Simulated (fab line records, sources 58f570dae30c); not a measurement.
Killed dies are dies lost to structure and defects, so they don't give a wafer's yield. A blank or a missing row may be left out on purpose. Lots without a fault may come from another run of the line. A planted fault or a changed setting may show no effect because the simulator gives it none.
fab line records | flow berkeley_cmos170 | part 1 of 2: steps 1 to 27 of 38
record lots=5 wafers=15 last_day=11
route steps=331 shown PLDD@154 NLDD@158 SPACER@171 PSD@175 NSD@187
lots that met no fault: from a run of the same line without faults
start_h: hours from the record's first day to the start of the lot's first wafer shown | wait_h: hours since the lot's step before | " the same as in the row above | L1.1+2: a row that stands for several wafers | - no value, or no start given | * or withheld: withheld | < > ~ a bound
route shown NAME@n: a module of which the file shows steps, and the number in the route of the first | usual: mean/standard deviation of fault-free wafers | same: alike in all rows | chamber/n: place in a boat | sites: the reading at each site | _std_site: their standard deviation | _edge_site: outer sites' mean less inner sites' | radius_mm: how far each site lies from the wafer's centre | mask NAME#n: copy n | behind: the tool/chamber that last shaped the wafer | hold: why the lot was held/for how many hours/how that ended | device: the transistor (n, p or np) that didn't switch | end of line: the same wafers' tests at the end of the route | a step without rows: its recipe alone | killed: dies lost to structure and defects at the first sort, not the wafer's yield | map: a wafer's dies, x killed, . not, _ none there
set.NAME: the setting as run; set.NAME@STEP: as run at that earlier step | model.NAME: the simulator's own value behind a step, which no gauge read
lots at some steps of the route; a table a step, a row a wafer
services: from which hour (start_h, from the record's first day; less than 0 if before it) a tool's chamber was out of use, for how many hours, and why
## steps
# step UCB170_PLDD_IMPLANT_09
# recipe species=BF2 dose_cm2=5e+13 energy_kev=10 tilt_deg=7 rotation_deg=180
# columns lot.wafer tool chamber start_h wait_h
L075.3+5+6 implanter-01 0 129.37 0.1
L076.1+3+4 implanter-04 0 140.07 0.1
L080.1+2+4 implanter-04 0 161.88 0.1
L091.3+4+5 implanter-04 0 213.44 0.1
L092.1+2+3 implanter-01 0 213.94 0.1
# step UCB170_PLDD_STRIP_10
# recipe chemistry=O2 power_w=400 pressure_mtorr=3500 platen_temp_c=withheld o2_flow_sccm=400 overash_fraction=0.5
# usual drypump_motor_current_A=5.99/0.29 oes_product_au=0.735/0.0044 strip_time_to_endpoint_s=21.64/0.063
# columns lot.wafer tool chamber start_h wait_h drypump_motor_current_A oes_product_au rf_hours_counter_h strip_time_to_endpoint_s
L075.3 plasma_asher-02 0 129.51 0.1 5.81 0.737 - 21.52
L075.5 " 0 " " 5.79 0.739 - 21.51
L075.6 " 1 " " 6.24 0.738 - 21.57
L076.1 plasma_asher-04 1 140.22 0.1 6.35 0.734 43 21.68
L076.3 " 0 " " 5.67 0.729 - 21.66
L076.4 " 1 " " 6.33 0.729 - 21.61
L080.1 plasma_asher-01 1 162.03 0.1 6.17 0.737 41 21.61
L080.2 " 0 " " 5.65 0.738 41 21.57
L080.4 " 1 " " 6.15 0.740 - 21.56
L091.3 plasma_asher-04 0 213.58 0.1 5.68 0.736 - 21.70
L091.4 " 1 " " 6.35 0.727 - 21.60
L091.5 " 0 " " 5.67 0.734 - 21.68
L092.1 plasma_asher-04 1 214.09 0.1 6.35 0.732 51 21.65
L092.2 " 0 " " 5.67 0.735 51 21.65
L092.3 " 1 " " 6.35 0.738 - 21.64
# step UCB170_PLDD_TW_MEAS_11
# usual PLDD_TW=1011/11
# columns lot.wafer tool chamber start_h wait_h PLDD_TW
L075.3 film_metro-01 - 129.59 0.1 1000
L075.5 " - " " 996
L075.6 " - " " 998
L076.1 film_metro-02 - 140.32 0.1 1027
L076.3 " - " " 1027
L076.4 " - " " 1023
L080.1 film_metro-04 - 162.13 0.1 1011
L080.2 " - " " 1011
L080.4 " - " " 1008
L091.3 film_metro-04 - 213.66 0.1 1002
L091.4 " - " " 1003
L091.5 " - " " 998
L092.1 film_metro-04 - 214.19 0.1 1001
L092.2 " - " " 1000
L092.3 " - " " 1007
# step UCB170_PLDD_CLEAN_12
# recipe chemistry=SPM temp_c=120 time_s=600
# columns lot.wafer tool chamber start_h wait_h
L075.3+5+6 wet_bench-01 1 129.63 0.0
L076.1+3+4 wet_bench-01 0 143.47 3.1
L080.1+2+4 wet_bench-01 0 162.35 0.2
L091.3+4+5 wet_bench-01 0 213.70 0.0
L092.1+2+3 wet_bench-01 2 214.25 0.1
# step UCB170_NLDD_HMDS_00
# recipe prime_time_s=60 prime_temp_c=100
# usual resist_line_temp_C=23.03/0.11
# columns lot.wafer tool chamber start_h wait_h resist_line_temp_C
L075.3 litho_track-04 0 129.86 0.1 22.83
L075.5 " 0 " " 23.10
L075.6 " 0 " " 23.04
L076.1 litho_track-04 0 143.65 0.0 23.00
L076.3 " 0 " " 23.17
L076.4 " 0 " " 23.17
L080.1 litho_track-01 0 162.93 0.4 23.03
L080.2 " 0 " " 23.03
L080.4 " 0 " " 22.95
L091.3 litho_track-04 0 213.96 0.1 22.85
L091.4 " 0 " " 23.01
L091.5 " 0 " " 22.87
L092.1 litho_track-04 0 214.44 0.0 22.99
L092.2 " 0 " " 22.97
L092.3 " 0 " " 23.06
# step UCB170_NLDD_COAT_01
# recipe resist=KrF spin_rpm=1500 resist_thk_nm=900
# usual resist_line_temp_C=23.00/0.11
# columns lot.wafer tool chamber start_h wait_h resist_line_temp_C
L075.3 litho_track-04 0 130.01 0.1 22.81
L075.5 " 0 " " 23.06
L075.6 " 0 " " 23.10
L076.1 litho_track-04 0 143.80 0.1 22.82
L076.3 " 0 " " 22.86
L076.4 " 0 " " 23.03
L080.1 litho_track-01 0 163.08 0.1 23.18
L080.2 " 0 " " 22.96
L080.4 " 0 " " 23.02
L091.3 litho_track-04 0 214.11 0.1 23.09
L091.4 " 0 " " 23.11
L091.5 " 0 " " 23.14
L092.1 litho_track-04 0 214.59 0.1 22.94
L092.2 " 0 " " 23.19
L092.3 " 0 " " 23.05
# step UCB170_NLDD_SOFTBAKE_02
# recipe resist=KrF temp_c=130 time_s=61.18
# usual plate_sensor_t_centre_C=131.41/0.01 plate_sensor_t_edge_C=131.53/0.011 resist_line_temp_C=23.03/0.093 softbake_temp_c=129.99/0.13
# columns lot.wafer tool chamber start_h wait_h plate_sensor_t_centre_C plate_sensor_t_edge_C resist_line_temp_C softbake_temp_c
L075.3 litho_track-04 0 130.16 0.1 131.4 131.54 23.11 129.89
L075.5 " 0 " " 131.4 131.52 22.91 129.92
L075.6 " 0 " " 131.41 131.52 22.99 129.80
L076.1 litho_track-04 0 143.95 0.1 131.39 131.53 23.08 130.02
L076.3 " 0 " " 131.39 131.54 23.04 129.99
L076.4 " 0 " " 131.4 131.52 23.23 129.77
L080.1 litho_track-01 0 163.23 0.1 131.41 131.53 23.16 129.96
L080.2 " 0 " " 131.42 131.53 23.19 129.94
L080.4 " 0 " " 131.4 131.52 23.03 130.08
L091.3 litho_track-04 0 214.26 0.1 131.4 131.54 23.15 130.12
L091.4 " 0 " " 131.41 131.53 23.02 130.09
L091.5 " 0 " " 131.41 131.54 22.99 130.05
L092.1 litho_track-04 0 214.74 0.1 131.4 131.53 22.94 130.07
L092.2 " 0 " " 131.4 131.52 23.02 130.02
L092.3 " 0 " " 131.42 131.53 22.93 130.11
# step UCB170_NLDD_EXPOSE_03
# recipe mask_id=NSELECT na=0.5 sigma_outer=0.6 source_shape=conventional target_cd_nm=1200 dose_mj=30
# columns lot.wafer tool chamber start_h wait_h mask
L075.3+5+6 krf_scanner-02 0 130.30 0.1 NSELECT#0
L076.1+3+4 krf_scanner-01 0 144.22 0.2 NSELECT#0
L080.1+2+4 krf_scanner-02 0 163.50 0.2 NSELECT#0
L091.3+4+5 krf_scanner-02 0 214.53 0.2 NSELECT#0
L092.1+2+3 krf_scanner-01 0 214.89 0.1 NSELECT#0
# step UCB170_NLDD_PEB_04
# recipe peb_temp_c=130 peb_time_s=withheld resist=KrF
# usual resist_line_temp_C=22.99/0.1
# columns lot.wafer tool chamber start_h wait_h resist_line_temp_C
L075.3 litho_track-01 0 130.46 0.1 22.93
L075.5 " 0 " " 23.01
L075.6 " 0 " " 22.93
L076.1 litho_track-04 0 145.00 0.8 23.03
L076.3 " 0 " " 22.97
L076.4 " 0 " " 23.05
L080.1 litho_track-04 0 163.71 0.2 23.14
L080.2 " 0 " " 23.03
L080.4 " 0 " " 23.11
L091.3 litho_track-04 0 215.39 0.8 22.95
L091.4 " 0 " " 23.07
L091.5 " 0 " " 23.12
L092.1 litho_track-01 0 215.50 0.6 22.95
L092.2 " 0 " " 23.01
L092.3 " 0 " " 22.90
# step UCB170_NLDD_DEVELOP_05
# recipe developer=TMAH develop_time_s=45 resist=KrF dev_temp_c=21
# usual resist_line_temp_C=23.02/0.11
# columns lot.wafer tool chamber start_h wait_h resist_line_temp_C
L075.3 litho_track-01 0 - - 23.15
L075.5 " 0 " " 23.02
L075.6 " 0 " " 23.12
L076.1 litho_track-04 0 - - 23.06
L076.3 " 0 " " 23.09
L076.4 " 0 " " 22.96
L080.1 litho_track-04 0 - - 22.87
L080.2 " 0 " " 22.96
L080.4 " 0 " " 23.08
L091.3 litho_track-04 0 - - 23.06
L091.4 " 0 " " 22.94
L091.5 " 0 " " 22.94
L092.1 litho_track-01 0 - - 23.06
L092.2 " 0 " " 22.94
L092.3 " 0 " " 23.10
# step UCB170_NLDD_CD_MEAS_06
# recipe target_cd_nm=1200
# usual cd_nm=1200.0/1.3
# columns lot.wafer tool chamber start_h wait_h cd_nm
L075.3 cd_sem-02 - 130.89 - 1201.7
L075.5 " - " " 1201.5
L075.6 " - " " 1200.4
L076.1 cd_sem-01 - 145.27 - 1202.5
L076.3 " - " " 1201.7
L076.4 " - " " 1200.7
L080.1 cd_sem-01 - 163.99 - 1199.1
L080.2 " - " " 1199.4
L080.4 " - " " 1198.7
L091.3 cd_sem-02 - 215.66 - 1200.2
L091.4 " - " " 1198.9
L091.5 " - " " 1199.6
L092.1 cd_sem-01 - 215.78 - 1200.5
L092.2 " - " " 1200.6
L092.3 " - " " 1200.4
# step UCB170_NLDD_OVL_MEAS_07
# usual NLDD_OVL=3/5.9
# columns lot.wafer tool chamber start_h wait_h NLDD_OVL[nm]
L075.3 overlay-01 - 130.98 0.1 11
L075.5 " - " " 5
L075.6 " - " " 1
L076.1 overlay-02 - 145.39 0.1 1
L076.3 " - " " 1
L076.4 " - " " -1
L080.1 overlay-02 - 164.11 0.1 1
L080.2 " - " " 9
L080.4 " - " " 4
L091.3 overlay-01 - 215.75 0.1 3
L091.4 " - " " 7
L091.5 " - " " 13
L092.1 overlay-02 - 215.90 0.1 4
L092.2 " - " " 6
L092.3 " - " " 1
# step UCB170_NLDD_IMPLANT_08
# recipe species=As dose_cm2=5e+13 energy_kev=30 tilt_deg=7 rotation_deg=0
# columns lot.wafer tool chamber start_h wait_h
L075.3+5+6 implanter-03 0 131.05 0.1
L076.1+3+4 implanter-02 0 145.43 0.0
L080.1+2+4 implanter-03 0 164.14 0.0
L091.3+4+5 implanter-03 0 215.82 0.1
L092.1+2+3 implanter-04 0 215.93 0.0
# step UCB170_NLDD_IMPLANT_09
# recipe species=As dose_cm2=5e+13 energy_kev=30 tilt_deg=7 rotation_deg=180
# columns lot.wafer tool chamber start_h wait_h
L075.3+5+6 implanter-03 0 131.20 0.1
L076.1+3+4 implanter-02 0 145.58 0.1
L080.1+2+4 implanter-03 0 164.29 0.1
L091.3+4+5 implanter-03 0 215.97 0.1
L092.1+2+3 implanter-04 0 216.08 0.1
# step UCB170_NLDD_STRIP_10
# recipe chemistry=O2 power_w=400 pressure_mtorr=3500 platen_temp_c=withheld o2_flow_sccm=400 overash_fraction=0.5
# usual drypump_motor_current_A=5.92/0.29 oes_product_au=0.734/0.0044 strip_time_to_endpoint_s=21.64/0.063
# columns lot.wafer tool chamber start_h wait_h drypump_motor_current_A oes_product_au rf_hours_counter_h strip_time_to_endpoint_s
L075.3 plasma_asher-03 1 131.33 0.1 6.07 0.730 - 21.68
L075.5 " 0 " " 5.64 0.736 - 21.71
L075.6 " 1 " " 6.06 0.733 - 21.69
L076.1 plasma_asher-03 1 145.73 0.1 6.06 0.741 43 21.62
L076.3 " 1 " " 6.06 0.733 - 21.61
L076.4 " 0 " " 5.63 0.731 - 21.66
L080.1 plasma_asher-01 0 164.44 0.1 5.66 0.733 41 21.56
L080.2 " 1 " " 6.15 0.732 41 21.64
L080.4 " 1 " " 6.15 0.729 - 21.59
L091.3 plasma_asher-01 0 216.11 0.1 5.66 0.736 - 21.63
L091.4 " 1 " " 6.13 0.738 - 21.68
L091.5 " 1 " " 6.18 0.736 - 21.67
L092.1 plasma_asher-04 1 216.23 0.1 6.37 0.734 51 21.71
L092.2 " 0 " " 5.67 0.738 51 21.73
L092.3 " 1 " " 6.38 0.735 - 21.62
# step UCB170_NLDD_TW_MEAS_11
# usual NLDD_TW=2215/22
# columns lot.wafer tool chamber start_h wait_h NLDD_TW
L075.3 film_metro-01 - 131.42 0.1 2194
L075.5 " - " " 2198
L075.6 " - " " 2195
L076.1 film_metro-02 - 145.83 0.1 2259
L076.3 " - " " 2248
L076.4 " - " " 2251
L080.1 film_metro-01 - 164.54 0.1 2202
L080.2 " - " " 2207
L080.4 " - " " 2195
L091.3 film_metro-01 - 216.23 0.1 2213
L091.4 " - " " 2196
L091.5 " - " " 2206
L092.1 film_metro-01 - 216.33 0.1 2193
L092.2 " - " " 2210
L092.3 " - " " 2202
# step UCB170_NLDD_CLEAN_12
# recipe chemistry=SPM temp_c=120 time_s=600
# columns lot.wafer tool chamber start_h wait_h
L075.3+5+6 wet_bench-01 2 131.59 0.2
L076.1+3+4 wet_bench-04 0 146.01 0.2
L080.1+2+4 wet_bench-02 2 164.66 0.1
L091.3+4+5 wet_bench-01 2 216.27 0.0
L092.1+2+3 wet_bench-01 2 216.46 0.1
# step UCB170_SPACER_CVD_00
# recipe material=SiO2 target_thk_nm=376 temp_c=390 precursor=TEOS/O2 time_s=47 rf_w=550 pressure_mtorr=9000
# usual heater_power_w=244/51
# columns lot.wafer tool chamber start_h wait_h heater_power_w
L075.3 pecvd-01 2 131.78 0.0 237
L075.5 " 0 " " 155
L075.6 " 2 " " 257
L076.1 pecvd-01 0 146.20 0.0 191
L076.3 " 2 " " 275
L076.4 " 0 " " 120
L080.1 pecvd-02 2 164.83 0.0 228
L080.2 " 1 " " 265
L080.4 " 2 " " 233
L091.3 pecvd-02 2 216.46 0.0 224
L091.4 " 1 " " 300
L091.5 " 2 " " 232
L092.1 pecvd-01 2 216.65 0.0 318
L092.2 " 1 " " 222
L092.3 " 1 " " 231
# step UCB170_SPACER_THK_MEAS_01
# recipe reads=SiO2_of_SPACER_CVD_00
# usual SPACER_TEOS_THK=376/5.6
# columns lot.wafer tool chamber start_h wait_h SPACER_TEOS_THK[nm]
L075.3 film_metro-03 - 131.85 0.0 371
L075.5 " - " " 377
L075.6 " - " " 379
L076.1 film_metro-01 - 146.25 0.0 381
L076.3 " - " " 385
L076.4 " - " " 387
L080.1 film_metro-03 - 164.88 0.0 372
L080.2 " - " " 368
L080.4 " - " " 373
L091.3 film_metro-03 - 216.52 0.0 372
L091.4 " - " " 374
L091.5 " - " " 372
L092.1 film_metro-04 - 216.72 0.0 367
L092.2 " - " " 371
L092.3 " - " " 376
# step UCB170_SPACER_ANNEAL_02
# recipe temp_c=902.3 time_s=1800 ambient=N2
# usual spike_tc_load_C=926.4/1.6
# columns lot.wafer tool chamber start_h wait_h spike_tc_load_C
L075.3 furnace-01 0 134.39 2.5 930.1
L075.5 " 0 " " 927.9
L075.6 " 0 " " 928.1
L076.1 furnace-04 0 148.04 1.8 922.4
L076.3 " 0 " " 922.4
L076.4 " 0 " " 924.9
L080.1 furnace-01 0 168.33 3.4 928.5
L080.2 " 0 " " 928.3
L080.4 " 0 " " 927.2
L091.3 furnace-02 0 221.60 5.1 926.2
L091.4 " 0 " " 928.2
L091.5 " 0 " " 926.8
L092.1 furnace-02 0 221.60 4.9 926.0
L092.2 " 0 " " 926.4
L092.3 " 0 " " 926.9
# step UCB170_SPACER_ETCHBACK_03
# recipe stop_on=Si target=SiO2 chemistry=CHF3/CF4/Ar CHF3_flow_sccm=50 cf4_flow_sccm=10 Ar_flow_sccm=120 pressure_mtorr=200 rf_w=500 target_depth_a=3760 time_s=100
# usual CHF3_flow_sccm=50.01/0.15 drypump_motor_current_A=5.7/0.57 oes_product_au=0.897/0.018 throttle_valve_pct=6.47/0.15
# columns lot.wafer tool chamber start_h wait_h CHF3_flow_sccm drypump_motor_current_A oes_product_au rf_hours_counter_h throttle_valve_pct
L075.3 rie_diel-01 2 135.89 0.0 50.10 4.9 0.874 13 6.37
L075.5 " 2 " " 49.99 4.9 0.887 - 6.39
L075.6 " 3 " " 50.14 6.5 0.903 - 6.37
L076.1 rie_diel-04 1 149.54 0.0 49.93 5.7 0.920 55 6.40
L076.3 " 3 " " 49.93 5.6 0.927 16 6.33
L076.4 " 2 " " 49.85 5.9 0.915 150 6.37
L080.1 rie_diel-01 1 169.83 0.0 49.83 5.4 0.895 79 6.22
L080.2 " 2 " " 50.13 5.0 0.871 14 6.37
L080.4 " 0 " " 49.87 6.2 0.904 29 6.55
L091.3 rie_diel-03 0 223.10 0.0 49.93 5.1 0.887 64 6.73
L091.4 " 3 " " 50.10 5.5 0.908 4 6.39
L091.5 " 0 " " 49.92 5.1 0.894 - 6.74
L092.1 rie_diel-04 1 223.10 0.0 50.12 5.6 0.906 59 6.39
L092.2 " 2 " " 50.00 5.9 0.889 2 6.38
L092.3 " 3 " " 49.95 5.6 0.913 18 6.32
# step UCB170_PSD_HMDS_00
# recipe prime_time_s=60 prime_temp_c=100
# usual resist_line_temp_C=22.99/0.1
# columns lot.wafer tool chamber start_h wait_h resist_line_temp_C
L075.3 litho_track-04 0 136.06 0.1 23.04
L075.5 " 0 " " 23.05
L075.6 " 0 " " 23.18
L076.1 litho_track-03 0 149.70 0.1 22.88
L076.3 " 0 " " 22.98
L076.4 " 0 " " 23.07
L080.1 litho_track-02 0 169.91 0.0 23.05
L080.2 " 0 " " 23.01
L080.4 " 0 " " 22.92
L091.3 litho_track-03 0 223.43 0.3 22.88
L091.4 " 0 " " 22.91
L091.5 " 0 " " 22.90
L092.1 litho_track-04 0 223.50 0.4 22.86
L092.2 " 0 " " 22.94
L092.3 " 0 " " 22.87
# step UCB170_PSD_COAT_01
# recipe resist=KrF spin_rpm=1500 resist_thk_nm=900
# usual resist_line_temp_C=23.01/0.11
# columns lot.wafer tool chamber start_h wait_h resist_line_temp_C
L075.3 litho_track-04 0 136.21 0.1 23.14
L075.5 " 0 " " 22.95
L075.6 " 0 " " 23.06
L076.1 litho_track-03 0 149.85 0.1 23.00
L076.3 " 0 " " 23.08
L076.4 " 0 " " 22.97
L080.1 litho_track-02 0 170.06 0.1 23.15
L080.2 " 0 " " 22.86
L080.4 " 0 " " 23.15
L091.3 litho_track-03 0 223.58 0.1 23.07
L091.4 " 0 " " 22.99
L091.5 " 0 " " 22.92
L092.1 litho_track-04 0 223.65 0.1 23.27
L092.2 " 0 " " 23.22
L092.3 " 0 " " 23.26
# step UCB170_PSD_SOFTBAKE_02
# recipe resist=KrF temp_c=130 time_s=60
# usual resist_line_temp_C=22.99/0.087
# columns lot.wafer tool chamber start_h wait_h resist_line_temp_C
L075.3 litho_track-04 0 136.36 0.1 23.02
L075.5 " 0 " " 23.08
L075.6 " 0 " " 23.21
L076.1 litho_track-03 0 150.00 0.1 22.81
L076.3 " 0 " " 22.92
L076.4 " 0 " " 22.95
L080.1 litho_track-02 0 170.21 0.1 22.80
L080.2 " 0 " " 22.92
L080.4 " 0 " " 22.89
L091.3 litho_track-03 0 223.73 0.1 22.98
L091.4 " 0 " " 22.86
L091.5 " 0 " " 23.01
L092.1 litho_track-04 0 223.80 0.1 22.87
L092.2 " 0 " " 22.88
L092.3 " 0 " " 22.94
# step UCB170_PSD_EXPOSE_03
# recipe mask_id=PSELECT_MOD na=0.5 sigma_outer=0.6 source_shape=conventional target_cd_nm=1200 dose_mj=30
# columns lot.wafer tool chamber start_h wait_h mask
L075.3+5+6 krf_scanner-01 0 136.50 0.1 PSELECT_MOD#0
L076.1+3+4 krf_scanner-02 0 150.27 0.2 PSELECT_MOD#0
L080.1+2+4 krf_scanner-01 0 170.36 0.1 PSELECT_MOD#0
L091.3+4+5 krf_scanner-01 0 223.87 0.1 PSELECT_MOD#0
L092.1+2+3 krf_scanner-01 0 223.95 0.1 PSELECT_MOD#0
# step UCB170_PSD_PEB_04
# recipe peb_temp_c=130 peb_time_s=withheld resist=KrF
# usual resist_line_temp_C=23.00/0.11
# columns lot.wafer tool chamber start_h wait_h resist_line_temp_C
L075.3 litho_track-02 0 137.13 0.6 23.15
L075.5 " 0 " " 23.32
L075.6 " 0 " " 23.17
L076.1 litho_track-03 0 150.42 0.1 22.92
L076.3 " 0 " " 22.86
L076.4 " 0 " " 22.84
L080.1 litho_track-04 0 170.74 0.4 23.13
L080.2 " 0 " " 23.10
L080.4 " 0 " " 22.97
L091.3 litho_track-02 0 224.12 0.2 22.99
L091.4 " 0 " " 23.00
L091.5 " 0 " " 23.04
L092.1 litho_track-04 0 224.22 0.3 22.97
L092.2 " 0 " " 23.06
L092.3 " 0 " " 22.88
# step UCB170_PSD_DEVELOP_05
# recipe developer=TMAH develop_time_s=45 resist=KrF dev_temp_c=21
# usual resist_line_temp_C=22.99/0.11
# columns lot.wafer tool chamber start_h wait_h resist_line_temp_C
L075.3 litho_track-02 0 - - 22.93
L075.5 " 0 " " 23.23
L075.6 " 0 " " 22.93
L076.1 litho_track-03 0 - - 23.00
L076.3 " 0 " " 23.00
L076.4 " 0 " " 23.00
L080.1 litho_track-04 0 - - 23.09
L080.2 " 0 " " 23.22
L080.4 " 0 " " 23.03
L091.3 litho_track-02 0 - - 23.03
L091.4 " 0 " " 23.12
L091.5 " 0 " " 23.03
L092.1 litho_track-04 0 - - 23.00
L092.2 " 0 " " 23.01
L092.3 " 0 " " 22.86
